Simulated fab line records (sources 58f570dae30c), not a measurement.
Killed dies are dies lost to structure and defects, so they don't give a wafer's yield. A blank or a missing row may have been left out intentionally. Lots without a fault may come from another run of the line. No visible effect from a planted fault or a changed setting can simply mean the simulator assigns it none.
Which tool did it? / flow berkeley cmos170 / Sampling: 15 lots, 45 wafers, 7 of 331 route steps

## WHAT THE GAUGES READ, wafer by wafer
UCB170_M1_RS_MEAS_01: a four-point-probe measurement. Usual: M1_AL_RS gives 0.0487 ohm/sq (standard deviation 0.00049).
lot=L348; measured=day 8 07:48; on=film metro-01; M1_AL_RS (ohm/sq)=0.0487 0.0491 0.0488; flag=
lot=L351; measured=day 8 16:07; on=film metro-02; M1_AL_RS (ohm/sq)=0.0478 0.0487 0.0486; flag=
lot=L350; measured=day 8 16:58; on=film metro-03; M1_AL_RS (ohm/sq)=0.0480 0.0482 0.0488; flag=
lot=L353; measured=day 9 11:15; on=film metro-02; M1_AL_RS (ohm/sq)=0.0491 0.0494 0.0496; flag=
lot=L355; measured=day 9 11:34; on=film metro-02; M1_AL_RS (ohm/sq)=0.0491 0.0490 0.0486; flag=
lot=L359; measured=day 9 22:09; on=film metro-02; M1_AL_RS (ohm/sq)=0.0483 0.0487 0.0486; flag=
lot=L357; measured=day 9 22:20; on=film metro-03; M1_AL_RS (ohm/sq)=0.0492 0.0492 0.0491; flag=
lot=L360; measured=day 10 12:10; on=film metro-01; M1_AL_RS (ohm/sq)=0.0482 0.0486 0.0488; flag=
lot=L361; measured=day 11 08:23; on=film metro-03; M1_AL_RS (ohm/sq)=0.0480 0.0479 0.0477; flag=
lot=L363; measured=day 11 07:34; on=film metro-03; M1_AL_RS (ohm/sq)=0.0495 0.0494 0.0485; flag=
lot=L364; measured=day 11 07:55; on=film metro-02; M1_AL_RS (ohm/sq)=0.0489 0.0488 0.0481; flag=
lot=L362; measured=day 11 09:29; on=film metro-02; M1_AL_RS (ohm/sq)=0.0588 0.0597 0.0598; flag=OFF
lot=L366; measured=day 11 21:54; on=film metro-01; M1_AL_RS (ohm/sq)=0.0487 0.0486 0.0492; flag=
lot=L367; measured=day 11 22:37; on=film metro-01; M1_AL_RS (ohm/sq)=0.0604 0.0599 0.0600; flag=OFF
lot=L369; measured=day 12 15:11; on=film metro-03; M1_AL_RS (ohm/sq)=0.0595 0.0610 0.0606; flag=OFF

UCB170_M1_THK_MEAS_02: measures by xrf. Usual: M1_AL_THK gives 602 nm (standard deviation 6.9).
lot=L348; measured=day 8 07:55; on=film metro-01; M1_AL_THK (nm)=606 601 604; flag=
lot=L351; measured=day 8 16:14; on=film metro-02; M1_AL_THK (nm)=614 599 607; flag=
lot=L350; measured=day 8 17:05; on=film metro-03; M1_AL_THK (nm)=608 607 598; flag=
lot=L353; measured=day 9 11:22; on=film metro-02; M1_AL_THK (nm)=599 595 592; flag=
lot=L355; measured=day 9 11:41; on=film metro-02; M1_AL_THK (nm)=599 596 607; flag=
lot=L359; measured=day 9 22:16; on=film metro-02; M1_AL_THK (nm)=609 603 601; flag=
lot=L357; measured=day 9 22:26; on=film metro-03; M1_AL_THK (nm)=594 595 594; flag=
lot=L360; measured=day 10 12:16; on=film metro-01; M1_AL_THK (nm)=615 609 609; flag=
lot=L361; measured=day 11 08:30; on=film metro-03; M1_AL_THK (nm)=605 609 609; flag=
lot=L363; measured=day 11 07:40; on=film metro-03; M1_AL_THK (nm)=593 591 602; flag=
lot=L364; measured=day 11 08:02; on=film metro-02; M1_AL_THK (nm)=598 600 607; flag=
lot=L362; measured=day 11 09:36; on=film metro-02; M1_AL_THK (nm)=518 512 511; flag=OFF
lot=L366; measured=day 11 22:00; on=film metro-01; M1_AL_THK (nm)=610 608 598; flag=
lot=L367; measured=day 11 22:43; on=film metro-01; M1_AL_THK (nm)=510 518 513; flag=OFF
lot=L369; measured=day 12 15:19; on=film metro-03; M1_AL_THK (nm)=513 503 509; flag=OFF

UCB170_V1_THK_MEAS_04. Usual: V1_POLISHED_THK gives 1000.1 nm (standard deviation 1.2).
lot=L348; measured=day 8 12:01; on=film metro-03; V1_POLISHED_THK (nm)=1000.8 1000.9 1000.9; flag=
lot=L351; measured=day 8 19:50; on=film metro-02; V1_POLISHED_THK (nm)=1002.0 1001.1 1001.1; flag=
lot=L350; measured=day 8 21:09; on=film metro-03; V1_POLISHED_THK (nm)=1000.8 1002.0 1002.3; flag=
lot=L353; measured=day 9 16:34; on=film metro-03; V1_POLISHED_THK (nm)=998.0 997.6 998.7; flag=
lot=L355; measured=day 9 16:33; on=film metro-02; V1_POLISHED_THK (nm)=1000.9 1001.9 1001.0; flag=
lot=L359; measured=day 10 02:39; on=film metro-02; V1_POLISHED_THK (nm)=1000.7 1001.3 1001.0; flag=
lot=L357; measured=day 10 03:59; on=film metro-03; V1_POLISHED_THK (nm)=999.3 999.3 1000.7; flag=
lot=L360; measured=day 10 16:12; on=film metro-03; V1_POLISHED_THK (nm)=1000.8 1000.8 1000.0; flag=
lot=L361; measured=day 11 12:32; on=film metro-02; V1_POLISHED_THK (nm)=1000.5 1001.8 999.6; flag=
lot=L363; measured=day 11 11:12; on=film metro-03; V1_POLISHED_THK (nm)=1000.2 1001.5 1000.2; flag=
lot=L364; measured=day 11 12:32; on=film metro-03; V1_POLISHED_THK (nm)=999.5 1000.2 1001.0; flag=
lot=L362; measured=day 11 13:52; on=film metro-04; V1_POLISHED_THK (nm)=999.3 999.3 998.7; flag=
lot=L366; measured=day 12 02:42; on=film metro-02; V1_POLISHED_THK (nm)=998.3 999.4 997.8; flag=
lot=L367; measured=day 12 04:01; on=film metro-04; V1_POLISHED_THK (nm)=999.3 998.8 999.9; flag=
lot=L369; measured=day 12 19:37; on=film metro-04; V1_POLISHED_THK (nm)=1000.3 999.9 999.8; flag=

## TOOL THAT RAN EACH LOT (tool first, then ch and the chambers of the sampled wafers, then the start)
lot=L348; UCB170_SDANNEAL_RTA_00=rtp anneal-02 ch 0, day 8 02:11; UCB170_CONTACT_RTA_08=rtp anneal-02 ch 0, day 8 05:55; UCB170_M1_SPUTTER_00=pvd sputter-01, day 8 07:44; UCB170_M1_METAL_ETCH_12=rie metal-01 ch 0,1, day 8 09:41
lot=L351; UCB170_SDANNEAL_RTA_00=rtp anneal-02 ch 0, day 8 08:38; UCB170_CONTACT_RTA_08=rtp anneal-02 ch 0, day 8 13:53; UCB170_M1_SPUTTER_00=pvd sputter-04, day 8 16:04; UCB170_M1_METAL_ETCH_12=rie metal-02 ch 0,1, day 8 17:30
lot=L350; UCB170_SDANNEAL_RTA_00=rtp anneal-02 ch 0, day 8 09:09; UCB170_CONTACT_RTA_08=rtp anneal-02 ch 0, day 8 14:25; UCB170_M1_SPUTTER_00=pvd sputter-02, day 8 16:54; UCB170_M1_METAL_ETCH_12=rie metal-04 ch 0,1, day 8 18:28
lot=L353; UCB170_SDANNEAL_RTA_00=rtp anneal-02 ch 0, day 9 05:16; UCB170_CONTACT_RTA_08=rtp anneal-02 ch 0, day 9 09:23; UCB170_M1_SPUTTER_00=pvd sputter-01, day 9 11:10; UCB170_M1_METAL_ETCH_12=rie metal-01 ch 0,1, day 9 13:27
lot=L355; UCB170_SDANNEAL_RTA_00=rtp anneal-01 ch 0, day 9 05:29; UCB170_CONTACT_RTA_08=rtp anneal-01 ch 0, day 9 09:23; UCB170_M1_SPUTTER_00=pvd sputter-01, day 9 11:30; UCB170_M1_METAL_ETCH_12=rie metal-02 ch 0,1, day 9 13:43
lot=L359; UCB170_SDANNEAL_RTA_00=rtp anneal-02 ch 0, day 9 14:44; UCB170_CONTACT_RTA_08=rtp anneal-02 ch 0, day 9 20:07; UCB170_M1_SPUTTER_00=pvd sputter-02, day 9 22:04; UCB170_M1_METAL_ETCH_12=rie metal-02 ch 0,1, day 10 00:16
lot=L357; UCB170_SDANNEAL_RTA_00=rtp anneal-01 ch 0, day 9 14:54; UCB170_CONTACT_RTA_08=rtp anneal-01 ch 0, day 9 20:17; UCB170_M1_SPUTTER_00=pvd sputter-01, day 9 22:15; UCB170_M1_METAL_ETCH_12=rie metal-01 ch 1, day 10 00:22
lot=L360; UCB170_SDANNEAL_RTA_00=rtp anneal-02 ch 0, day 10 05:20; UCB170_CONTACT_RTA_08=rtp anneal-02 ch 0, day 10 09:47; UCB170_M1_SPUTTER_00=pvd sputter-04, day 10 12:04; UCB170_M1_METAL_ETCH_12=rie metal-02 ch 0,1, day 10 13:54
lot=L361; UCB170_SDANNEAL_RTA_00=rtp anneal-01 ch 0, day 11 01:50; UCB170_CONTACT_RTA_08=rtp anneal-01 ch 0, day 11 06:29; UCB170_M1_SPUTTER_00=pvd sputter-02, day 11 08:19; UCB170_M1_METAL_ETCH_12=rie metal-02 ch 0,1, day 11 09:43
lot=L363; UCB170_SDANNEAL_RTA_00=rtp anneal-02 ch 0, day 11 01:55; UCB170_CONTACT_RTA_08=rtp anneal-01 ch 0, day 11 05:50; UCB170_M1_SPUTTER_00=pvd sputter-04, day 11 07:27; UCB170_M1_METAL_ETCH_12=rie metal-01 ch 0,1, day 11 08:54
lot=L364; UCB170_SDANNEAL_RTA_00=rtp anneal-01 ch 0, day 11 02:02; UCB170_CONTACT_RTA_08=rtp anneal-02 ch 0, day 11 06:05; UCB170_M1_SPUTTER_00=pvd sputter-01, day 11 07:50; UCB170_M1_METAL_ETCH_12=rie metal-04 ch 1, day 11 09:07
lot=L362; UCB170_SDANNEAL_RTA_00=rtp anneal-02 ch 0, day 11 02:18; UCB170_CONTACT_RTA_08=rtp anneal-02 ch 0, day 11 07:40; UCB170_M1_SPUTTER_00=pvd sputter-04, day 11 09:25; UCB170_M1_METAL_ETCH_12=rie metal-01 ch 0,1, day 11 10:41
lot=L366; UCB170_SDANNEAL_RTA_00=rtp anneal-01 ch 0, day 11 15:25; UCB170_CONTACT_RTA_08=rtp anneal-01 ch 0, day 11 19:34; UCB170_M1_SPUTTER_00=pvd sputter-01, day 11 21:48; UCB170_M1_METAL_ETCH_12=rie metal-04 ch 0,1, day 12 00:24
lot=L367; UCB170_SDANNEAL_RTA_00=rtp anneal-01 ch 0, day 11 15:58; UCB170_CONTACT_RTA_08=rtp anneal-01 ch 0, day 11 20:01; UCB170_M1_SPUTTER_00=pvd sputter-04, day 11 22:31; UCB170_M1_METAL_ETCH_12=rie metal-01 ch 0,1, day 12 00:45
lot=L369; UCB170_SDANNEAL_RTA_00=rtp anneal-01 ch 0, day 12 08:17; UCB170_CONTACT_RTA_08=rtp anneal-02 ch 0, day 12 12:58; UCB170_M1_SPUTTER_00=pvd sputter-04, day 12 15:08; UCB170_M1_METAL_ETCH_12=rie metal-01 ch 0,1, day 12 16:32
- UCB170_SDANNEAL_RTA_00: time 10 s.
- UCB170_CONTACT_RTA_08: time 10 s.
- UCB170_M1_SPUTTER_00: material Al, target thk 600 nm, time 80 s.
- UCB170_M1_METAL_ETCH_12: etches Al in Cl2/BCl3, stops on PSG, target depth 780 nm, time 130 s.

## WHAT THE TOOLS THEMSELVES READ (means of the sampled wafers that have a number; where no wafer has one, the mark that the record gives instead)
UCB170_SDANNEAL_RTA_00. Usual: lamp power pct 25.9 %, standard deviation 0.43; wafer_temp_C_max 904.7, standard deviation 1.9.
lot=L348; tool=rtp anneal-02; lamp power pct (%)=25.5; wafer_temp_C_max=905.0; flag=
lot=L351; tool=rtp anneal-02; lamp power pct (%)=25.4; wafer_temp_C_max=906.5; flag=
lot=L350; tool=rtp anneal-02; lamp power pct (%)=25.5; wafer_temp_C_max=906.5; flag=
lot=L353; tool=rtp anneal-02; lamp power pct (%)=25.5; wafer_temp_C_max=906.1; flag=
lot=L355; tool=rtp anneal-01; lamp power pct (%)=26.3; wafer_temp_C_max=903.1; flag=
lot=L359; tool=rtp anneal-02; lamp power pct (%)=25.5; wafer_temp_C_max=906.3; flag=
lot=L357; tool=rtp anneal-01; lamp power pct (%)=26.3; wafer_temp_C_max=903.0; flag=
lot=L360; tool=rtp anneal-02; lamp power pct (%)=25.5; wafer_temp_C_max=906.2; flag=
lot=L361; tool=rtp anneal-01; lamp power pct (%)=26.3; wafer_temp_C_max=903.2; flag=
lot=L363; tool=rtp anneal-02; lamp power pct (%)=25.5; wafer_temp_C_max=906.5; flag=
lot=L364; tool=rtp anneal-01; lamp power pct (%)=26.3; wafer_temp_C_max=903.3; flag=
lot=L362; tool=rtp anneal-02; lamp power pct (%)=25.5; wafer_temp_C_max=906.0; flag=
lot=L366; tool=rtp anneal-01; lamp power pct (%)=26.4; wafer_temp_C_max=903.7; flag=
lot=L367; tool=rtp anneal-01; lamp power pct (%)=26.3; wafer_temp_C_max=902.9; flag=
lot=L369; tool=rtp anneal-01; lamp power pct (%)=26.3; wafer_temp_C_max=903.1; flag=

UCB170_CONTACT_RTA_08. Usual: lamp power pct 25.9 %, standard deviation 0.43; wafer_temp_C_max 904.6, standard deviation 1.9.
lot=L348; tool=rtp anneal-02; lamp power pct (%)=25.5; wafer_temp_C_max=905.8; flag=
lot=L351; tool=rtp anneal-02; lamp power pct (%)=25.5; wafer_temp_C_max=905.5; flag=
lot=L350; tool=rtp anneal-02; lamp power pct (%)=25.5; wafer_temp_C_max=905.8; flag=
lot=L353; tool=rtp anneal-02; lamp power pct (%)=25.5; wafer_temp_C_max=905.7; flag=
lot=L355; tool=rtp anneal-01; lamp power pct (%)=26.3; wafer_temp_C_max=902.3; flag=
lot=L359; tool=rtp anneal-02; lamp power pct (%)=25.5; wafer_temp_C_max=905.1; flag=
lot=L357; tool=rtp anneal-01; lamp power pct (%)=26.3; wafer_temp_C_max=903.0; flag=
lot=L360; tool=rtp anneal-02; lamp power pct (%)=25.5; wafer_temp_C_max=906.6; flag=
lot=L361; tool=rtp anneal-01; lamp power pct (%)=26.3; wafer_temp_C_max=902.6; flag=
lot=L363; tool=rtp anneal-01; lamp power pct (%)=26.3; wafer_temp_C_max=902.6; flag=
lot=L364; tool=rtp anneal-02; lamp power pct (%)=25.5; wafer_temp_C_max=905.6; flag=
lot=L362; tool=rtp anneal-02; lamp power pct (%)=25.5; wafer_temp_C_max=906.9; flag=
lot=L366; tool=rtp anneal-01; lamp power pct (%)=26.3; wafer_temp_C_max=903.2; flag=
lot=L367; tool=rtp anneal-01; lamp power pct (%)=26.3; wafer_temp_C_max=903.2; flag=
lot=L369; tool=rtp anneal-02; lamp power pct (%)=25.5; wafer_temp_C_max=905.8; flag=

UCB170_M1_SPUTTER_00. Usual: throttle valve pct at 30.0 %, with a standard deviation of 1.
lot=L348; tool=pvd sputter-01; throttle valve pct (%)=29.3; flag=
lot=L351; tool=pvd sputter-04; throttle valve pct (%)=31.2; flag=
lot=L350; tool=pvd sputter-02; throttle valve pct (%)=29.9; flag=
lot=L353; tool=pvd sputter-01; throttle valve pct (%)=29.3; flag=
lot=L355; tool=pvd sputter-01; throttle valve pct (%)=29.3; flag=
lot=L359; tool=pvd sputter-02; throttle valve pct (%)=30.4; flag=
lot=L357; tool=pvd sputter-01; throttle valve pct (%)=30.1; flag=
lot=L360; tool=pvd sputter-04; throttle valve pct (%)=31.4; flag=
lot=L361; tool=pvd sputter-02; throttle valve pct (%)=30.1; flag=
lot=L363; tool=pvd sputter-04; throttle valve pct (%)=30.8; flag=
lot=L364; tool=pvd sputter-01; throttle valve pct (%)=29.4; flag=
lot=L362; tool=pvd sputter-04; throttle valve pct (%)=30.9; flag=
lot=L366; tool=pvd sputter-01; throttle valve pct (%)=30.0; flag=
lot=L367; tool=pvd sputter-04; throttle valve pct (%)=31.2; flag=
lot=L369; tool=pvd sputter-04; throttle valve pct (%)=30.7; flag=

UCB170_M1_METAL_ETCH_12. Usual: drypump motor current A 5.7 A, standard deviation 0.52; oes product au 0.846 a.u., standard deviation 0.01; throttle valve pct 24.37 %, standard deviation 0.19.
lot=L348; tool=rie metal-01; drypump motor current A (A)=5.2; oes product au (a.u.)=0.855; throttle valve pct (%)=24.22; flag=
lot=L351; tool=rie metal-02; drypump motor current A (A)=6.1; oes product au (a.u.)=0.842; throttle valve pct (%)=24.39; flag=
lot=L350; tool=rie metal-04; drypump motor current A (A)=6.0; oes product au (a.u.)=0.859; throttle valve pct (%)=24.41; flag=
lot=L353; tool=rie metal-01; drypump motor current A (A)=5.1; oes product au (a.u.)=0.842; throttle valve pct (%)=24.33; flag=
lot=L355; tool=rie metal-02; drypump motor current A (A)=5.7; oes product au (a.u.)=0.848; throttle valve pct (%)=24.49; flag=
lot=L359; tool=rie metal-02; drypump motor current A (A)=6.1; oes product au (a.u.)=0.847; throttle valve pct (%)=24.39; flag=
lot=L357; tool=rie metal-01; drypump motor current A (A)=5.2; oes product au (a.u.)=0.843; throttle valve pct (%)=24.45; flag=
lot=L360; tool=rie metal-02; drypump motor current A (A)=6.0; oes product au (a.u.)=0.841; throttle valve pct (%)=24.39; flag=
lot=L361; tool=rie metal-02; drypump motor current A (A)=5.7; oes product au (a.u.)=0.854; throttle valve pct (%)=24.49; flag=
lot=L363; tool=rie metal-01; drypump motor current A (A)=5.2; oes product au (a.u.)=0.842; throttle valve pct (%)=24.32; flag=
lot=L364; tool=rie metal-04; drypump motor current A (A)=6.0; oes product au (a.u.)=0.851; throttle valve pct (%)=24.34; flag=
lot=L362; tool=rie metal-01; drypump motor current A (A)=5.2; oes product au (a.u.)=0.779; throttle valve pct (%)=24.35; flag=OFF
lot=L366; tool=rie metal-04; drypump motor current A (A)=6.1; oes product au (a.u.)=0.854; throttle valve pct (%)=24.51; flag=
lot=L367; tool=rie metal-01; drypump motor current A (A)=5.2; oes product au (a.u.)=0.777; throttle valve pct (%)=24.35; flag=OFF
lot=L369; tool=rie metal-01; drypump motor current A (A)=5.1; oes product au (a.u.)=0.763; throttle valve pct (%)=24.24; flag=OFF

## THE ANSWER, worked out from the rows above alone
Rule: take the mean of a lot's wafers that have a number; if it is more than 3 standard deviations from the usual mean, the lot is off. A lot without any number at a reading at which 4 lots or more have one is off too. The other lots that the step has rows for count as sound. Order of review: gauges by route order, followed by the tools' own readings, for which a lot's mean as printed above is used. At the first step where some lot is off, the reading lying furthest off is the one used; lots without a number count as furthest.
Off: L362, L367, L369, seen at UCB170_M1_RS_MEAS_01 (M1_AL_RS).
A tool fits if, at a process step before that reading, it ran every lot that is off, and no sound lot after the first of them. Not tried: the gauges at UCB170_M1_RS_MEAS_01; whatever is off there is also off at UCB170_M1_METAL_ETCH_12, on other tools, and gauge error can't account for it. One fits: pvd sputter-04 at UCB170_M1_SPUTTER_00. Its last sound lot is L363 (day 11 07:27), its first lot that is off L362 (day 11 09:25): a fault that began between those two fits.

## WHAT THE SIMULATOR PUT IN
Site profile drift: pvd sputter-04, from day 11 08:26 on, at UCB170_M1_SPUTTER_00. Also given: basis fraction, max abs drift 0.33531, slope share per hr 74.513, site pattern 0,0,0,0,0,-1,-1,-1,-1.
Struck lots among those shown: L362, L367, L369. The rule above found the same.
